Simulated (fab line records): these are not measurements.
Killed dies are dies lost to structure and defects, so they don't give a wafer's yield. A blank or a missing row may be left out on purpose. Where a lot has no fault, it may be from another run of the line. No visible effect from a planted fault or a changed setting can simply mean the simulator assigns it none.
fab line records    flow berkeley_cmos170    part 2 of 2: steps 28 to 40 of 40
record lots=5  wafers=15  last_day=11
route steps=331 shown NWELL@25 PWELL@34 WELLDRIVE@55 ACTIVE@60
lots untouched by any fault: they come from a run of this same line in which no faults occurred
start_h: start of the lot's first displayed wafer, in hours after the record's first day    wait_h: how many hours have passed since the lot's step before this one    " identical to the entry in the row above    L1.1+2: one row covering several wafers at once    - value missing, or start not given    * or withheld: withheld    < > ~ a bound
route shown NAME@n: names a module that has steps shown in the file, with the first one's number in the route    usual: the fault-free wafers' mean and standard deviation    same: alike in all rows    chamber/n: place in a boat    sites: per-site readings    _std_site: standard deviation of those values    _edge_site: the outer-site mean with the inner-site mean subtracted    radius_mm: how far each site lies from the wafer's centre    mask NAME#n: copy n    behind: the last tool/chamber to shape the wafer    hold: the reason the lot was held/the length of the hold in hours/how it ended    device: the transistor (n, p or np) that didn't switch    end of line: tests run on the same wafers once the route is complete    for a step that has no rows: nothing shown but its recipe    killed: the dies lost at the first sort to structure and to defects; this is not the yield of the wafer    map: per-die view of a wafer (x killed, . not killed, _ where there is no die)
set.NAME: the setting the step ran with; set.NAME@STEP: the setting that earlier step ran with    model.NAME: the simulator's own value behind a step, which no gauge read
a table for each step, a row for each wafer; lots at some steps of the route
services: the hour from which a tool's chamber was out of use, counted from the record's first day as start_h (under 0 if before that day), plus the number of hours and why
## steps
# step UCB170_PWELL_CLEAN_18
# recipe chemistry=SPM  temp_c=120  time_s=600
# same time_s=600
lot.wafer   tool          chamber  start_h  wait_h
L080.1+3+4  wet_bench-02  2        89.62    0.1
L083.1+5+6  wet_bench-04  0        96.49    0.1
L088.1+3+5  wet_bench-01  3        132.06   2.7
L094.3+4+6  wet_bench-02  0        150.94   2.7
L095.1+3+4  wet_bench-02  3        150.94   2.7
# step UCB170_PWELL_WET_ETCH_19
# recipe chemistry=H3PO4  target=Si3N4  temp_c=160  time_s=14400
# same time_s=14400
lot.wafer   tool          chamber  start_h  wait_h
L080.1+3+4  wet_bench-04  2        89.79    0.0
L083.1+5+6  wet_bench-01  2        96.68    0.0
L088.1+3+5  wet_bench-02  1        132.36   0.1
L094.3+4+6  wet_bench-04  1        151.27   0.2
L095.1+3+4  wet_bench-04  3        151.27   0.2
# step UCB170_PWELL_WET_ETCH_20
# recipe chemistry=BOE  dilution=5:1  target=SiO2  temp_c=25  time_s=22
# same time_s=22
lot.wafer   tool          chamber  start_h  wait_h
L080.1+3+4  wet_bench-01  0        94.17    0.0
L083.1+5+6  wet_bench-01  3        100.70   0.0
L088.1+3+5  wet_bench-01  1        136.79   0.4
L094.3+4+6  wet_bench-04  1        155.63   0.3
L095.1+3+4  wet_bench-04  2        155.63   0.3
# step UCB170_WELLDRIVE_CLEAN_00
# recipe chemistry=SPM  temp_c=120  time_s=600
# same time_s=600
lot.wafer   tool          chamber  start_h  wait_h
L080.1+3+4  wet_bench-04  3        94.18    0.0
L083.1+5+6  wet_bench-01  1        100.76   0.0
L088.1+3+5  wet_bench-01  1        136.98   0.2
L094.3+4+6  wet_bench-02  0        155.86   0.2
L095.1+3+4  wet_bench-02  3        155.86   0.2
# step UCB170_WELLDRIVE_OXIDATION_01
# recipe temp_c=1100  ambient=O2  target_thk_a=1990  ox_time_s=9000
# usual zone_power_load_pct=41.2/2.8
lot.wafer  tool        chamber  start_h  wait_h  zone_power_load_pct
L080.1     furnace-01  0        100.69   6.3     36.7
L080.3     "           0        "        "       36.4
L080.4     "           0        "        "       35.7
L083.1     furnace-04  0        104.60   3.7     42.6
L083.5     "           0        "        "       42.5
L083.6     "           0        "        "       42.4
L088.1     furnace-04  0        137.74   0.6     42.7
L088.3     "           0        "        "       42.2
L088.5     "           0        "        "       42.8
L094.3     furnace-02  0        156.62   0.6     43.3
L094.4     "           0        "        "       42.8
L094.6     "           0        "        "       43.2
L095.1     furnace-02  0        156.62   0.6     43.4
L095.3     "           0        "        "       42.4
L095.4     "           0        "        "       43.4
# step UCB170_WELLDRIVE_THK_MEAS_02
# recipe reads=SiO2_of_WELLDRIVE_OXIDATION_01
# usual WELLDRIVE_OXIDE_THK=200/3.8
lot.wafer  tool           chamber  start_h  wait_h  WELLDRIVE_OXIDE_THK[nm]
L080.1     film_metro-04  -        104.19   0.0     197
L080.3     "              -        "        "       197
L080.4     "              -        "        "       199
L083.1     film_metro-01  -        108.10   0.0     202
L083.5     "              -        "        "       202
L083.6     "              -        "        "       202
L088.1     film_metro-02  -        141.30   0.1     195
L088.3     "              -        "        "       197
L088.5     "              -        "        "       199
L095.1     film_metro-01  -        160.12   0.0     200
L095.3     "              -        "        "       197
L095.4     "              -        "        "       201
L094.3     film_metro-02  -        160.20   0.1     204
L094.4     "              -        "        "       199
L094.6     "              -        "        "       200
# step UCB170_WELLDRIVE_ANNEAL_03
# recipe temp_c=1100  time_s=900  ambient=N2
# usual zone_power_load_pct=40/3.1
# same time_s=900
lot.wafer  tool        chamber  start_h  wait_h  zone_power_load_pct
L080.1     furnace-04  0        108.10   3.9     43
L080.3     "           0        "        "       43
L080.4     "           0        "        "       43
L083.1     furnace-04  0        110.70   2.6     42
L083.5     "           0        "        "       42
L083.6     "           0        "        "       43
L088.1     furnace-01  0        142.60   1.3     36
L088.3     "           0        "        "       36
L088.5     "           0        "        "       36
L094.3     furnace-04  0        162.09   1.9     42
L094.4     "           0        "        "       43
L094.6     "           0        "        "       43
L095.1     furnace-04  0        162.09   2.0     42
L095.3     "           0        "        "       43
L095.4     "           0        "        "       42
# step UCB170_WELLDRIVE_WET_ETCH_04
# recipe chemistry=BOE  dilution=5:1  target=SiO2  temp_c=25  time_s=120
# same time_s=120
lot.wafer   tool          chamber  start_h  wait_h
L080.1+3+4  wet_bench-02  0        109.95   0.6
L083.1+5+6  wet_bench-01  0        111.95   0.0
L088.1+3+5  wet_bench-04  1        143.85   0.0
L094.3+4+6  wet_bench-04  0        163.66   0.3
L095.1+3+4  wet_bench-04  1        163.66   0.3
# step UCB170_ACTIVE_CLEAN_00
# recipe chemistry=SPM  temp_c=120  time_s=600
# same time_s=600
lot.wafer   tool          chamber  start_h  wait_h
L080.1+3+4  wet_bench-02  1        110.00   0.0
L083.1+5+6  wet_bench-02  2        111.99   0.0
L088.1+3+5  wet_bench-04  0        143.90   0.0
L094.3+4+6  wet_bench-04  0        163.72   0.0
L095.1+3+4  wet_bench-04  2        163.72   0.0
# step UCB170_ACTIVE_CLEAN_01
# recipe chemistry=dHF  dilution=25:1  time_s=60
# same time_s=60
lot.wafer   tool          chamber  start_h  wait_h
L080.1+3+4  wet_bench-01  1        110.31   0.1
L083.1+5+6  wet_bench-01  2        112.17   0.0
L088.1+3+5  wet_bench-01  1        144.09   0.0
L094.3+4+6  wet_bench-04  3        163.96   0.1
L095.1+3+4  wet_bench-04  3        163.96   0.1
# step UCB170_ACTIVE_OXIDATION_02
# recipe temp_c=1000  ambient=O2  target_thk_a=264  ox_time_s=1260
# usual zone_power_load_pct=29.8/1.7
lot.wafer  tool        chamber  start_h  wait_h  zone_power_load_pct
L080.1     furnace-03  0        117.35   7.0     31.3
L080.3     "           0        "        "       31.2
L080.4     "           0        "        "       31.0
L083.1     furnace-03  0        117.35   5.2     30.4
L083.5     "           0        "        "       30.6
L083.6     "           0        "        "       31.0
L088.1     furnace-01  0        146.70   2.6     28.8
L088.3     "           0        "        "       28.6
L088.5     "           0        "        "       28.6
L094.3     furnace-02  0        164.97   1.0     33.8
L094.4     "           0        "        "       33.0
L094.6     "           0        "        "       34.0
L095.1     furnace-02  0        164.97   1.0     34.0
L095.3     "           0        "        "       33.8
L095.4     "           0        "        "       33.7
# step UCB170_ACTIVE_THK_MEAS_03
# recipe reads=SiO2_of_ACTIVE_OXIDATION_02
# usual ACTIVE_OXIDE_THK=26.7/0.47
lot.wafer  tool           chamber  start_h  wait_h  ACTIVE_OXIDE_THK[nm]
L080.1     film_metro-01  -        118.70   0.0     27.4
L080.3     "              -        "        "       28.0
L080.4     "              -        "        "       27.7
L083.1     film_metro-03  -        118.70   0.0     26.9
L083.5     "              -        "        "       26.8
L083.6     "              -        "        "       27.0
L088.1     film_metro-01  -        148.11   0.1     26.6
L088.3     "              -        "        "       27.0
L088.5     "              -        "        "       27.1
L094.3     film_metro-01  -        166.34   0.0     27.0
L094.4     "              -        "        "       27.0
L094.6     "              -        "        "       27.1
L095.1     film_metro-03  -        166.38   0.1     26.7
L095.3     "              -        "        "       26.7
L095.4     "              -        "        "       26.3
# step UCB170_ACTIVE_ANNEAL_04
# recipe temp_c=1000  time_s=900  ambient=N2
# usual zone_power_load_pct=31.4/2.2
# same time_s=900
lot.wafer  tool        chamber  start_h  wait_h  zone_power_load_pct
L080.1     furnace-01  0        119.19   0.5     29.1
L080.3     "           0        "        "       28.1
L080.4     "           0        "        "       28.7
L083.1     furnace-01  0        119.19   0.5     28.9
L083.5     "           0        "        "       28.7
L083.6     "           0        "        "       28.2
L088.1     furnace-02  0        149.05   0.9     34.4
L088.3     "           0        "        "       33.6
L088.5     "           0        "        "       34.3
L094.3     furnace-02  0        169.07   2.7     34.6
L094.4     "           0        "        "       33.8
L094.6     "           0        "        "       33.7
L095.1     furnace-02  0        169.07   2.7     33.9
L095.3     "           0        "        "       34.3
L095.4     "           0        "        "       34.1
## services
tool             chamber  start_h  hours  kind
rie_diel-04      -        49.31    14.6   pm
implanter-04     -        51.72    2.0    repair
krf_scanner-01   -        53.25    0.4    repair
krf_scanner-02   -        55.37    1.3    pm
furnace-04       -        56.74    3.8    pm
plasma_asher-03  -        59.02    2.8    pm
implanter-04     -        78.33    1.7    repair
krf_scanner-01   -        83.15    0.8    pm
krf_scanner-01   -        88.36    0.8    pm
rie_diel-02      2        89.52    16.7   repair
implanter-04     -        96.98    3.1    repair
plasma_asher-02  -        108.75   9.0    pm
furnace-01       -        113.04   3.3    pm
krf_scanner-02   -        115.11   3.6    pm
furnace-02       -        116.44   2.9    pm
implanter-03     -        120.22   17.2   repair
wet_bench-04     -        124.90   1.9    pm
implanter-03     -        139.13   6.0    repair
krf_scanner-01   -        139.62   1.0    pm
krf_scanner-01   -        140.62   4.0    pm
plasma_asher-04  -        141.74   1.0    repair
furnace-02       -        143.91   3.6    pm
furnace-01       -        149.30   3.5    pm
krf_scanner-01   -        155.28   1.3    pm
